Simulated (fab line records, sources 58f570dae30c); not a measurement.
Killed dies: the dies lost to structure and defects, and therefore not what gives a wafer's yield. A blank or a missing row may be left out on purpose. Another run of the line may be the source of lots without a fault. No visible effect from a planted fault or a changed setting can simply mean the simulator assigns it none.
fab line records ; flow berkeley_cmos170
record: lots: 24; wafers: 72; last_day: 13
route steps=331 shown NWELL@27 PWELL@47 ACTIVE@63 GATE@142 V2@295
lots that met no fault: taken from a fault-free run of the same line
start_h: hours from the record's first day to the start of the lot's first wafer shown ; wait_h: time in hours since the lot's previous step ; " the same as in the row above ; L1.1+2: a single row standing in for several wafers ; - no value, or no start given ; * or withheld: withheld ; < > ~ a bound
route shown NAME@n: a module of which the file shows steps, and the number in the route of the first ; usual: average and standard deviation across the fault-free wafers ; same: alike in all rows ; chamber/n: place in a boat ; sites: per-site readings ; _std_site: standard deviation of those values ; _edge_site: outer sites' mean less inner sites' ; radius_mm: how far each site lies from the wafer's centre ; mask NAME#n: copy n ; behind: the last tool/chamber to shape the wafer ; hold: cause of the lot's hold/its duration in hours/its outcome ; device: the transistor (n, p or np) that didn't switch ; end of line: tests of these same wafers at the route's end ; a step with no rows: only its recipe ; killed: dies that structure and defects cost at the first sort, which is not the same as the wafer's yield ; map: the dies of a wafer, with x for killed, . for not killed, _ for no die there
set.NAME: setting as actually run; set.NAME@STEP: the setting as run at that earlier step ; model.NAME: the simulator's own value behind a step, which no gauge read
route steps across a sampled set of lots; one table per step, one row per wafer
services: when a tool's chamber went out of use (start_h, in hours from the record's first day, below 0 if earlier), for how many hours, and the reason
== steps ==
step: UCB170_NWELL_ETCH_13
recipe: chemistry: CH3F/Ar/O2; target: Si3N4; stop_on: SiO2; CH3F_flow_sccm: 20; Ar_flow_sccm: 50; O2_flow_sccm: 7; pressure_mtorr: 50; rf_w: 450; target_depth_a: 2464; over_etch_frac: 0.1; time_s: 154
usual: drypump_motor_current_A: 5.9/0.47; oes_product_au: 0.938/0.014; throttle_valve_pct: 8.10/0.14
lot.wafer;tool;chamber;start_h;wait_h;drypump_motor_current_A;oes_product_au;rf_hours_counter_h;throttle_valve_pct
L074.4;rie_diel-01;3;40.34;0.0;6.0;0.941;116;8.00
L074.5;rie_diel-01;1;40.34;0.0;4.9;0.927;-;8.26
L074.6;rie_diel-01;2;40.34;0.0;5.8;0.935;-;7.94
L076.1;rie_diel-01;1;45.38;0.0;4.9;0.930;130;8.24
L076.4;rie_diel-01;3;45.38;0.0;6.0;0.933;116;7.99
L076.5;rie_diel-01;2;45.38;0.0;5.7;0.929;-;7.93
L075.3;rie_diel-03;0;45.65;0.0;5.2;0.952;93;8.03
L075.5;rie_diel-03;2;45.65;0.0;6.4;0.955;-;8.21
L075.6;rie_diel-03;3;45.65;0.0;5.6;0.939;-;8.17
L077.3;rie_diel-02;0;53.72;0.0;5.7;0.938;10;8.02
L077.4;rie_diel-02;3;53.72;0.0;6.4;0.920;9;8.20
L077.5;rie_diel-02;3;53.72;0.0;6.4;0.924;-;8.19
L078.2;rie_diel-03;2;53.99;0.0;6.5;0.955;2;8.19
L078.3;rie_diel-03;1;53.99;0.0;6.1;0.946;9;7.97
L078.4;rie_diel-03;0;53.99;0.0;5.2;0.965;94;8.04
L080.3;rie_diel-02;1;62.09;0.0;6.0;0.957;130;7.90
L080.5;rie_diel-02;1;62.09;0.0;6.0;0.959;-;7.90
L080.6;rie_diel-02;2;62.09;0.0;6.4;0.948;-;8.36
L079.1;rie_diel-03;3;62.33;0.0;5.6;0.944;157;8.18
L079.4;rie_diel-03;0;62.33;0.0;5.2;0.954;94;8.04
L079.5;rie_diel-03;2;62.33;0.0;6.5;0.950;-;8.18
L082.3;rie_diel-02;1;73.03;0.0;6.0;0.956;131;7.90
L082.5;rie_diel-02;0;73.03;0.0;5.7;0.941;-;8.02
L082.6;rie_diel-02;3;73.03;0.0;6.4;0.922;-;8.21
L081.3;rie_diel-01;2;73.63;0.1;5.8;0.922;-;7.93
L081.5;rie_diel-01;1;73.63;0.1;4.9;0.930;-;8.25
L081.6;rie_diel-01;2;73.63;0.1;5.8;0.932;-;7.94
L083.3;rie_diel-03;0;81.47;0.0;5.2;0.944;95;8.03
L083.4;rie_diel-03;1;81.47;0.0;6.0;0.934;10;7.95
L083.6;rie_diel-03;3;81.47;0.0;5.6;0.924;-;8.15
L084.2;rie_diel-01;1;81.59;0.0;4.9;0.927;132;8.25
L084.3;rie_diel-01;0;81.59;0.0;6.1;0.958;100;8.19
L084.6;rie_diel-01;2;81.59;0.0;5.8;0.925;-;7.91
L086.1;rie_diel-03;0;89.73;0.0;5.2;0.960;95;8.04
L086.3;rie_diel-03;3;89.73;0.0;5.6;0.939;158;8.17
L086.6;rie_diel-03;0;89.73;0.0;5.2;0.946;-;8.04
L085.2;rie_diel-02;1;89.98;0.0;6.0;0.956;131;7.89
L085.3;rie_diel-02;2;89.98;0.0;6.4;0.950;39;8.36
L085.5;rie_diel-02;0;89.98;0.0;5.7;0.930;-;8.01
L087.2;rie_diel-03;1;100.24;0.0;6.0;0.940;11;7.97
L087.3;rie_diel-03;2;100.24;0.0;6.5;0.936;4;8.20
L087.6;rie_diel-03;0;100.24;0.0;5.2;0.957;-;8.03
L088.2;rie_diel-01;2;107.37;0.0;5.8;0.930;34;7.92
L088.3;rie_diel-01;1;107.37;0.0;4.9;0.919;133;8.24
L088.6;rie_diel-01;2;107.37;0.0;5.8;0.923;-;7.94
L089.2;rie_diel-03;0;114.50;0.0;5.2;0.960;97;8.02
L089.3;rie_diel-03;3;114.50;0.0;5.6;0.937;160;8.17
L089.4;rie_diel-03;2;114.50;0.0;6.5;0.944;6;8.19
L090.2;rie_diel-01;1;122.97;0.0;4.9;0.912;134;8.25
L090.3;rie_diel-01;3;122.97;0.0;6.0;0.920;119;8.01
L090.4;rie_diel-01;0;122.97;0.0;6.1;0.944;102;8.18
L091.3;rie_diel-02;0;131.66;0.0;5.7;0.945;13;8.01
L091.4;rie_diel-02;2;131.66;0.0;6.4;0.962;41;8.38
L091.5;rie_diel-02;3;131.66;0.0;6.3;0.922;-;8.19
L092.3;rie_diel-01;2;131.90;0.0;5.8;0.927;35;7.92
L092.4;rie_diel-01;1;131.90;0.0;4.9;0.933;134;8.25
L092.6;rie_diel-01;2;131.90;0.0;5.8;0.922;-;7.93
L094.1;rie_diel-01;3;140.70;0.0;6.0;0.938;119;8.02
L094.4;rie_diel-01;1;140.70;0.0;4.9;0.920;134;8.25
L094.5;rie_diel-01;2;140.70;0.0;5.8;0.929;-;7.93
L093.1;rie_diel-02;1;140.89;0.0;6.0;0.947;132;7.91
L093.4;rie_diel-02;2;140.89;0.0;6.4;0.943;41;8.35
L093.5;rie_diel-02;3;140.89;0.0;6.3;0.920;-;8.20
L096.3;rie_diel-01;3;150.06;0.0;6.0;0.939;120;8.02
L096.4;rie_diel-01;0;150.06;0.0;6.1;0.940;103;8.18
L096.5;rie_diel-01;2;150.06;0.0;5.8;0.920;-;7.93
L095.1;rie_diel-02;2;150.30;0.0;6.3;0.946;41;8.37
L095.3;rie_diel-02;1;150.30;0.0;6.0;0.961;133;7.90
L095.4;rie_diel-02;0;150.30;0.0;5.8;0.935;13;8.00
L097.2;rie_diel-02;3;154.25;0.0;6.4;0.917;13;8.21
L097.4;rie_diel-02;0;154.25;0.0;5.7;0.931;14;8.02
L097.6;rie_diel-02;2;154.25;0.0;6.4;0.939;-;8.35
step: UCB170_PWELL_OVL_MEAS_13
usual: PWELL_OVL: -1/5.1
lot.wafer;tool;chamber;start_h;wait_h;PWELL_OVL[nm]
L074.4;overlay-01;-;56.34;-;3
L074.5;overlay-01;-;56.34;-;-8
L074.6;overlay-01;-;56.34;-;-1
L075.3;overlay-02;-;63.94;-;-12
L075.5;overlay-02;-;63.94;-;-8
L075.6;overlay-02;-;63.94;-;-8
L076.1;overlay-02;-;64.20;-;0
L076.4;overlay-02;-;64.20;-;-1
L076.5;overlay-02;-;64.20;-;5
L078.2;overlay-01;-;74.61;-;-1
L078.3;overlay-01;-;74.61;-;-1
L078.4;overlay-01;-;74.61;-;-1
L077.3;overlay-02;-;74.77;-;3
L077.4;overlay-02;-;74.77;-;-3
L077.5;overlay-02;-;74.77;-;-1
L079.1;overlay-02;-;83.03;-;-7
L079.4;overlay-02;-;83.03;-;-3
L079.5;overlay-02;-;83.03;-;-10
L080.3;overlay-01;-;83.31;-;6
L080.5;overlay-01;-;83.31;-;0
L080.6;overlay-01;-;83.31;-;7
L081.3;overlay-02;-;92.50;-;-1
L081.5;overlay-02;-;92.50;-;7
L081.6;overlay-02;-;92.50;-;6
L082.3;overlay-02;-;92.69;-;0
L082.5;overlay-02;-;92.69;-;-5
L082.6;overlay-02;-;92.69;-;-6
L084.2;overlay-01;-;101.91;-;9
L084.3;overlay-01;-;101.91;-;1
L084.6;overlay-01;-;101.91;-;-1
L083.3;overlay-01;-;102.18;-;-7
L083.4;overlay-01;-;102.18;-;-2
L083.6;overlay-01;-;102.18;-;3
L086.1;overlay-02;-;112.17;-;5
L086.3;overlay-02;-;112.17;-;-1
L086.6;overlay-02;-;112.17;-;2
L085.2;overlay-01;-;112.45;-;-6
L085.3;overlay-01;-;112.45;-;-7
L085.5;overlay-01;-;112.45;-;-6
L087.2;overlay-02;-;126.86;-;3
L087.3;overlay-02;-;126.86;-;5
L087.6;overlay-02;-;126.86;-;4
L088.2;overlay-01;-;127.11;-;-2
L088.3;overlay-01;-;127.11;-;-1
L088.6;overlay-01;-;127.11;-;-1
L089.2;overlay-01;-;140.70;-;-7
L089.3;overlay-01;-;140.70;-;1
L089.4;overlay-01;-;140.70;-;-5
L090.2;overlay-02;-;144.76;-;2
L090.3;overlay-02;-;144.76;-;-1
L090.4;overlay-02;-;144.76;-;-1
L091.3;overlay-02;-;152.57;-;1
L091.4;overlay-02;-;152.57;-;6
L091.5;overlay-02;-;152.57;-;4
L092.3;overlay-01;-;152.82;-;-6
L092.4;overlay-01;-;152.82;-;-4
L092.6;overlay-01;-;152.82;-;-5
L094.1;overlay-01;-;161.30;-;1
L094.4;overlay-01;-;161.30;-;10
L094.5;overlay-01;-;161.30;-;6
L093.1;overlay-01;-;161.54;-;-9
L093.4;overlay-01;-;161.54;-;-5
L093.5;overlay-01;-;161.54;-;-3
L096.3;overlay-02;-;170.41;-;-4
L096.4;overlay-02;-;170.41;-;0
L096.5;overlay-02;-;170.41;-;1
L095.1;overlay-01;-;170.64;-;2
L095.3;overlay-01;-;170.64;-;4
L095.4;overlay-01;-;170.64;-;-2
L097.2;overlay-02;-;178.26;-;-9
L097.4;overlay-02;-;178.26;-;-13
L097.6;overlay-02;-;178.26;-;-10
step: UCB170_ACTIVE_THK_MEAS_03
recipe: reads: SiO2_of_ACTIVE_OXIDATION_02
usual: ACTIVE_OXIDE_THK: 26.2/0.58
lot.wafer;tool;chamber;start_h;wait_h;ACTIVE_OXIDE_THK[nm]
L074.4;film_metro-04;-;82.10;0.0;26.8
L074.5;film_metro-04;-;82.10;0.0;26.4
L074.6;film_metro-04;-;82.10;0.0;26.7
L076.1;film_metro-03;-;86.42;0.0;26.6
L076.4;film_metro-03;-;86.42;0.0;26.4
L076.5;film_metro-03;-;86.42;0.0;26.3
L075.3;film_metro-02;-;86.44;0.0;26.3
L075.5;film_metro-02;-;86.44;0.0;26.3
L075.6;film_metro-02;-;86.44;0.0;26.2
L078.2;film_metro-04;-;100.62;0.1;27.5
L078.3;film_metro-04;-;100.62;0.1;27.5
L078.4;film_metro-04;-;100.62;0.1;27.4
L077.3;film_metro-03;-;100.65;0.1;27.1
L077.4;film_metro-03;-;100.65;0.1;26.6
L077.5;film_metro-03;-;100.65;0.1;26.7
L079.1;film_metro-03;-;113.76;0.0;25.7
L079.4;film_metro-03;-;113.76;0.0;25.7
L079.5;film_metro-03;-;113.76;0.0;25.7
L080.3;film_metro-04;-;113.78;0.0;24.7
L080.5;film_metro-04;-;113.78;0.0;25.0
L080.6;film_metro-04;-;113.78;0.0;25.1
L081.3;film_metro-03;-;126.86;0.0;25.7
L081.5;film_metro-03;-;126.86;0.0;26.1
L081.6;film_metro-03;-;126.86;0.0;26.0
L082.3;film_metro-02;-;126.86;0.0;26.2
L082.5;film_metro-02;-;126.86;0.0;25.6
L082.6;film_metro-02;-;126.86;0.0;26.1
L083.3;film_metro-04;-;136.56;0.0;26.2
L083.4;film_metro-04;-;136.56;0.0;26.5
L083.6;film_metro-04;-;136.56;0.0;26.4
L084.2;film_metro-03;-;136.57;0.0;25.7
L084.3;film_metro-03;-;136.57;0.0;25.8
L084.6;film_metro-03;-;136.57;0.0;25.5
L086.1;film_metro-02;-;141.99;0.0;25.6
L086.3;film_metro-02;-;141.99;0.0;25.9
L086.6;film_metro-02;-;141.99;0.0;25.2
L085.2;film_metro-03;-;142.00;0.0;25.4
L085.3;film_metro-03;-;142.00;0.0;25.6
L085.5;film_metro-03;-;142.00;0.0;25.7
L087.2;film_metro-04;-;154.30;0.0;25.5
L087.3;film_metro-04;-;154.30;0.0;25.5
L087.6;film_metro-04;-;154.30;0.0;25.2
L088.2;film_metro-02;-;154.30;0.0;25.6
L088.3;film_metro-02;-;154.30;0.0;26.3
L088.6;film_metro-02;-;154.30;0.0;26.1
L089.2;film_metro-02;-;165.85;0.0;26.1
L089.3;film_metro-02;-;165.85;0.0;25.7
L089.4;film_metro-02;-;165.85;0.0;25.8
L090.2;film_metro-03;-;171.00;0.0;26.1
L090.3;film_metro-03;-;171.00;0.0;25.7
L090.4;film_metro-03;-;171.00;0.0;26.7
L091.3;film_metro-04;-;184.45;0.0;26.6
L091.4;film_metro-04;-;184.45;0.0;26.8
L091.5;film_metro-04;-;184.45;0.0;27.3
L092.3;film_metro-02;-;184.45;0.0;26.5
L092.4;film_metro-02;-;184.45;0.0;26.3
L092.6;film_metro-02;-;184.45;0.0;26.5
L094.1;film_metro-04;-;191.31;0.0;27.1
L094.4;film_metro-04;-;191.31;0.0;26.5
L094.5;film_metro-04;-;191.31;0.0;26.6
L095.1;film_metro-03;-;191.31;0.0;25.4
L095.3;film_metro-03;-;191.31;0.0;25.8
L095.4;film_metro-03;-;191.31;0.0;25.9
L096.3;film_metro-02;-;191.33;0.0;27.0
L096.4;film_metro-02;-;191.33;0.0;27.0
L096.5;film_metro-02;-;191.33;0.0;26.7
L093.1;film_metro-04;-;191.37;0.1;27.0
L093.4;film_metro-04;-;191.37;0.1;26.5
L093.5;film_metro-04;-;191.37;0.1;26.6
L097.2;film_metro-02;-;208.23;0.0;26.2
L097.4;film_metro-02;-;208.23;0.0;26.3
L097.6;film_metro-02;-;208.23;0.0;25.8
step: UCB170_GATE_STRIP_16
recipe: chemistry: O2; power_w: 400; pressure_mtorr: 3500; platen_temp_c: withheld; o2_flow_sccm: 400; overash_fraction: 0.5
usual: drypump_motor_current_A: 5.9/0.34; oes_product_au: 0.724/0.0045
same: overash_fraction: 0.5
lot.wafer;tool;chamber;start_h;wait_h;drypump_motor_current_A;oes_product_au;rf_hours_counter_h
L076.1;plasma_asher-02;1;159.01;0.0;6.1;0.724;43
L076.4;plasma_asher-02;1;159.01;0.0;6.2;0.722;-
L076.5;plasma_asher-02;0;159.01;0.0;5.7;0.722;-
L075.3;plasma_asher-03;1;159.32;0.1;5.5;0.721;-
L075.5;plasma_asher-03;1;159.32;0.1;5.5;0.718;-
L075.6;plasma_asher-03;0;159.32;0.1;5.4;0.715;-
L074.4;plasma_asher-02;1;159.36;0.1;6.1;0.717;-
L074.5;plasma_asher-02;1;159.36;0.1;6.1;0.728;-
L074.6;plasma_asher-02;0;159.36;0.1;5.7;0.722;-
L078.2;plasma_asher-01;0;171.75;0.0;6.3;0.718;43
L078.3;plasma_asher-01;0;171.75;0.0;6.3;0.722;-
L078.4;plasma_asher-01;1;171.75;0.0;6.2;0.722;-
L077.3;plasma_asher-03;1;172.03;0.1;5.5;0.724;-
L077.4;plasma_asher-03;0;172.03;0.1;5.4;0.719;-
L077.5;plasma_asher-03;0;172.03;0.1;5.4;0.722;-
L080.3;plasma_asher-01;0;185.78;0.1;6.3;0.727;-
L080.5;plasma_asher-01;0;185.78;0.1;6.3;0.724;-
L080.6;plasma_asher-01;1;185.78;0.1;6.2;0.725;-
L079.1;plasma_asher-02;1;185.99;0.0;6.2;0.725;46
L079.4;plasma_asher-02;1;185.99;0.0;6.1;0.724;-
L079.5;plasma_asher-02;1;185.99;0.0;6.1;0.725;-
L082.3;plasma_asher-02;0;200.12;0.1;5.7;0.731;-
L082.5;plasma_asher-02;1;200.12;0.1;6.1;0.730;-
L082.6;plasma_asher-02;0;200.12;0.1;5.7;0.727;-
L081.3;plasma_asher-03;1;200.44;0.1;5.6;0.722;-
L081.5;plasma_asher-03;0;200.44;0.1;5.4;0.725;-
L081.6;plasma_asher-03;1;200.44;0.1;5.6;0.718;-
L084.2;plasma_asher-01;1;206.40;0.0;6.2;0.718;47
L084.3;plasma_asher-01;1;206.40;0.0;6.2;0.721;-
L084.6;plasma_asher-01;0;206.40;0.0;6.3;0.720;-
L083.3;plasma_asher-02;1;206.48;0.1;6.2;0.720;-
L083.4;plasma_asher-02;0;206.48;0.1;5.7;0.729;-
L083.6;plasma_asher-02;1;206.48;0.1;6.2;0.718;-
L085.2;plasma_asher-03;1;215.45;0.0;5.6;0.728;10
L085.3;plasma_asher-03;1;215.45;0.0;5.6;0.725;-
L085.5;plasma_asher-03;1;215.45;0.0;5.6;0.728;-
L086.1;plasma_asher-02;0;215.69;0.0;5.7;0.720;49
L086.3;plasma_asher-02;0;215.69;0.0;5.7;0.735;-
L086.6;plasma_asher-02;0;215.69;0.0;5.7;0.728;-
L087.2;plasma_asher-01;1;223.17;0.0;6.2;0.725;48
L087.3;plasma_asher-01;1;223.17;0.0;6.2;0.717;-
L087.6;plasma_asher-01;0;223.17;0.0;6.3;0.727;-
L088.2;plasma_asher-03;1;223.93;0.0;5.5;0.720;11
L088.3;plasma_asher-03;1;223.93;0.0;5.5;0.728;-
L088.6;plasma_asher-03;0;223.93;0.0;5.4;0.725;-
L089.2;plasma_asher-01;1;236.02;0.0;6.2;0.728;50
L089.3;plasma_asher-01;0;236.02;0.0;6.2;0.723;-
L089.4;plasma_asher-01;1;236.02;0.0;6.2;0.728;-
L090.2;plasma_asher-03;0;236.14;0.0;5.4;0.718;12
L090.3;plasma_asher-03;1;236.14;0.0;5.6;0.727;-
L090.4;plasma_asher-03;0;236.14;0.0;5.4;0.729;-
L091.3;plasma_asher-03;0;251.24;0.1;5.4;0.722;-
L091.4;plasma_asher-03;1;251.24;0.1;5.6;0.727;-
L091.5;plasma_asher-03;1;251.24;0.1;5.6;0.732;-
L092.3;plasma_asher-01;1;251.52;0.1;6.2;0.723;-
L092.4;plasma_asher-01;0;251.52;0.1;6.3;0.727;-
L092.6;plasma_asher-01;0;251.52;0.1;6.3;0.724;-
L094.1;plasma_asher-01;1;259.76;0.0;6.2;0.713;52
L094.4;plasma_asher-01;1;259.76;0.0;6.2;0.721;-
L094.5;plasma_asher-01;1;259.76;0.0;6.2;0.713;-
L093.1;plasma_asher-03;0;260.00;0.0;5.4;0.718;15
L093.4;plasma_asher-03;1;260.00;0.0;5.6;0.721;-
L093.5;plasma_asher-03;1;260.00;0.0;5.5;0.721;-
L095.1;plasma_asher-02;0;260.24;0.0;5.7;0.726;54
L095.3;plasma_asher-02;0;260.24;0.0;5.7;0.727;-
L095.4;plasma_asher-02;1;260.24;0.0;6.2;0.723;-
L096.3;plasma_asher-01;1;260.51;0.1;6.2;0.723;-
L096.4;plasma_asher-01;0;260.51;0.1;6.3;0.728;-
L096.5;plasma_asher-01;0;260.51;0.1;6.3;0.728;-
L097.2;plasma_asher-01;0;266.84;0.0;6.2;0.728;53
L097.4;plasma_asher-01;0;266.84;0.0;6.3;0.720;-
L097.6;plasma_asher-01;0;266.84;0.0;6.3;0.732;-
step: UCB170_GATE_CD_MEAS_90
recipe: target_cd_nm: 350
usual: cd_nm: 350.5/1.4
lot.wafer;tool;chamber;start_h;wait_h;cd_nm
L076.1;cd_sem-01;-;159.16;0.1;349.9
L076.4;cd_sem-01;-;159.16;0.1;351.2
L076.5;cd_sem-01;-;159.16;0.1;350.4
L075.3;cd_sem-01;-;159.43;0.1;352.5
L075.5;cd_sem-01;-;159.43;0.1;352.2
L075.6;cd_sem-01;-;159.43;0.1;350.4
L074.4;cd_sem-02;-;159.49;0.1;351.1
L074.5;cd_sem-02;-;159.49;0.1;353.2
L074.6;cd_sem-02;-;159.49;0.1;350.4
L078.2;cd_sem-02;-;171.87;0.1;352.4
L078.3;cd_sem-02;-;171.87;0.1;350.6
L078.4;cd_sem-02;-;171.87;0.1;351.2
L077.3;cd_sem-01;-;172.13;0.1;352.4
L077.4;cd_sem-01;-;172.13;0.1;351.3
L077.5;cd_sem-01;-;172.13;0.1;351.0
L080.3;cd_sem-02;-;185.92;0.1;350.4
L080.5;cd_sem-02;-;185.92;0.1;349.7
L080.6;cd_sem-02;-;185.92;0.1;348.4
L079.1;cd_sem-01;-;186.09;0.1;351.9
L079.4;cd_sem-01;-;186.09;0.1;351.3
L079.5;cd_sem-01;-;186.09;0.1;351.5
L082.3;cd_sem-02;-;200.32;0.2;351.7
L082.5;cd_sem-02;-;200.32;0.2;349.4
L082.6;cd_sem-02;-;200.32;0.2;350.1
L081.3;cd_sem-01;-;200.55;0.1;350.3
L081.5;cd_sem-01;-;200.55;0.1;350.0
L081.6;cd_sem-01;-;200.55;0.1;349.6
L084.2;cd_sem-02;-;206.52;0.1;349.0
L084.3;cd_sem-02;-;206.52;0.1;350.0
L084.6;cd_sem-02;-;206.52;0.1;350.5
L083.3;cd_sem-01;-;206.59;0.1;350.4
L083.4;cd_sem-01;-;206.59;0.1;349.9
L083.6;cd_sem-01;-;206.59;0.1;347.8
L085.2;cd_sem-01;-;215.59;0.1;349.1
L085.3;cd_sem-01;-;215.59;0.1;350.6
L085.5;cd_sem-01;-;215.59;0.1;349.3
L086.1;cd_sem-02;-;215.79;0.1;349.6
L086.3;cd_sem-02;-;215.79;0.1;351.2
L086.6;cd_sem-02;-;215.79;0.1;351.2
L087.2;cd_sem-02;-;223.29;0.1;351.2
L087.3;cd_sem-02;-;223.29;0.1;348.1
L087.6;cd_sem-02;-;223.29;0.1;351.0
L088.2;cd_sem-01;-;224.05;0.1;351.3
L088.3;cd_sem-01;-;224.05;0.1;350.8
L088.6;cd_sem-01;-;224.05;0.1;347.8
L089.2;cd_sem-02;-;236.27;0.2;350.9
L089.3;cd_sem-02;-;236.27;0.2;351.4
L089.4;cd_sem-02;-;236.27;0.2;350.2
L090.2;cd_sem-02;-;236.39;0.2;350.7
L090.3;cd_sem-02;-;236.39;0.2;351.2
L090.4;cd_sem-02;-;236.39;0.2;349.6
L091.3;cd_sem-02;-;251.40;0.1;350.3
L091.4;cd_sem-02;-;251.40;0.1;348.5
L091.5;cd_sem-02;-;251.40;0.1;350.5
L092.3;cd_sem-02;-;251.76;0.2;351.3
L092.4;cd_sem-02;-;251.76;0.2;350.9
L092.6;cd_sem-02;-;251.76;0.2;353.0
L094.1;cd_sem-02;-;259.87;0.1;350.9
L094.4;cd_sem-02;-;259.87;0.1;350.0
L094.5;cd_sem-02;-;259.87;0.1;351.6
L093.1;cd_sem-02;-;260.11;0.1;349.0
L093.4;cd_sem-02;-;260.11;0.1;348.8
L093.5;cd_sem-02;-;260.11;0.1;347.2
L095.1;cd_sem-02;-;260.35;0.1;350.6
L095.3;cd_sem-02;-;260.35;0.1;351.6
L095.4;cd_sem-02;-;260.35;0.1;352.3
L096.3;cd_sem-02;-;260.62;0.1;351.1
L096.4;cd_sem-02;-;260.62;0.1;351.1
L096.5;cd_sem-02;-;260.62;0.1;351.3
L097.2;cd_sem-02;-;266.96;0.1;347.2
L097.4;cd_sem-02;-;266.96;0.1;347.4
L097.6;cd_sem-02;-;266.96;0.1;348.1
step: UCB170_V2_BOW_MEAS_03
recipe: mode: bow
usual: V2_BOW: 37/6.5
lot.wafer;tool;chamber;start_h;wait_h;V2_BOW[um]
L075.3;film_metro-02;-;193.97;0.1;48
L075.5;film_metro-02;-;193.97;0.1;35
L075.6;film_metro-02;-;193.97;0.1;24
L074.4;film_metro-02;-;195.62;0.3;51
L074.5;film_metro-02;-;195.62;0.3;40
L074.6;film_metro-02;-;195.62;0.3;45
L076.1;film_metro-04;-;196.04;0.1;22
L076.4;film_metro-04;-;196.04;0.1;34
L076.5;film_metro-04;-;196.04;0.1;35
L078.2;film_metro-04;-;202.46;0.2;42
L078.3;film_metro-04;-;202.46;0.2;31
L078.4;film_metro-04;-;202.46;0.2;38
L077.3;film_metro-01;-;203.54;0.2;51
L077.4;film_metro-01;-;203.54;0.2;38
L077.5;film_metro-01;-;203.54;0.2;35
L079.1;film_metro-02;-;219.83;0.1;37
L079.4;film_metro-02;-;219.83;0.1;41
L079.5;film_metro-02;-;219.83;0.1;31
L080.3;film_metro-04;-;221.04;0.3;43
L080.5;film_metro-04;-;221.04;0.3;39
L080.6;film_metro-04;-;221.04;0.3;34
L082.3;film_metro-04;-;231.95;0.1;41
L082.5;film_metro-04;-;231.95;0.1;34
L082.6;film_metro-04;-;231.95;0.1;45
L081.3;film_metro-02;-;233.41;0.2;38
L081.5;film_metro-02;-;233.41;0.2;48
L081.6;film_metro-02;-;233.41;0.2;44
L083.3;film_metro-02;-;248.56;0.2;42
L083.4;film_metro-02;-;248.56;0.2;39
L083.6;film_metro-02;-;248.56;0.2;41
L084.2;film_metro-04;-;248.70;0.2;36
L084.3;film_metro-04;-;248.70;0.2;43
L084.6;film_metro-04;-;248.70;0.2;30
L086.1;film_metro-02;-;249.71;0.1;37
L086.3;film_metro-02;-;249.71;0.1;46
L086.6;film_metro-02;-;249.71;0.1;38
L085.2;film_metro-01;-;249.89;0.2;29
L085.3;film_metro-01;-;249.89;0.2;36
L085.5;film_metro-01;-;249.89;0.2;29
L088.2;film_metro-02;-;256.96;0.2;34
L088.3;film_metro-02;-;256.96;0.2;32
L088.6;film_metro-02;-;256.96;0.2;37
L087.2;film_metro-01;-;257.93;0.2;42
L087.3;film_metro-01;-;257.93;0.2;36
L087.6;film_metro-01;-;257.93;0.2;37
L090.2;film_metro-01;-;268.51;0.3;35
L090.3;film_metro-01;-;268.51;0.3;32
L090.4;film_metro-01;-;268.51;0.3;47
L089.2;film_metro-01;-;269.38;0.1;35
L089.3;film_metro-01;-;269.38;0.1;37
L089.4;film_metro-01;-;269.38;0.1;45
L092.3;film_metro-04;-;282.32;0.1;31
L092.4;film_metro-04;-;282.32;0.1;30
L092.6;film_metro-04;-;282.32;0.1;46
L091.3;film_metro-02;-;283.73;0.1;42
L091.4;film_metro-02;-;283.73;0.1;49
L091.5;film_metro-02;-;283.73;0.1;45
L096.3;film_metro-01;-;291.83;0.3;43
L096.4;film_metro-01;-;291.83;0.3;40
L096.5;film_metro-01;-;291.83;0.3;50
L094.1;film_metro-02;-;292.09;0.3;39
L094.4;film_metro-02;-;292.09;0.3;39
L094.5;film_metro-02;-;292.09;0.3;47
L093.1;film_metro-02;-;296.84;0.2;35
L093.4;film_metro-02;-;296.84;0.2;46
L093.5;film_metro-02;-;296.84;0.2;35
L095.1;film_metro-01;-;297.16;0.2;33
L095.3;film_metro-01;-;297.16;0.2;41
L095.4;film_metro-01;-;297.16;0.2;33
L097.2;film_metro-02;-;300.67;0.2;40
L097.4;film_metro-02;-;300.67;0.2;35
L097.6;film_metro-02;-;300.67;0.2;43
== services ==
tool;chamber;start_h;hours;kind
rie_diel-03;0;28.01;11.8;repair
plasma_asher-01;-;44.35;1.9;repair
rie_diel-01;3;59.71;15.2;repair
rie_diel-01;-;61.66;2.8;pm
rie_diel-01;0;68.04;8.2;repair
plasma_asher-03;-;106.32;1.1;repair
plasma_asher-03;-;108.75;9.0;pm
plasma_asher-03;0;108.75;9.0;vent_cycle
plasma_asher-03;1;108.75;9.0;vent_cycle
rie_diel-01;0;111.92;2.8;repair
rie_diel-02;1;113.05;1.9;repair
plasma_asher-03;0;117.75;-;clean
plasma_asher-03;1;117.75;-;clean
rie_diel-03;0;140.68;3.9;repair
plasma_asher-02;-;163.61;2.8;pm
rie_diel-02;3;171.36;1.8;repair
plasma_asher-01;-;173.28;1.4;repair
rie_diel-03;2;185.35;5.7;repair
rie_diel-02;-;207.23;14.6;pm
rie_diel-01;1;244.96;-;clean
rie_diel-01;1;244.96;15.3;scheduled_down
rie_diel-01;1;244.96;15.3;vent_cycle
rie_diel-02;1;245.18;1.5;repair
rie_diel-01;1;264.44;1.4;repair
== key ==
fault none
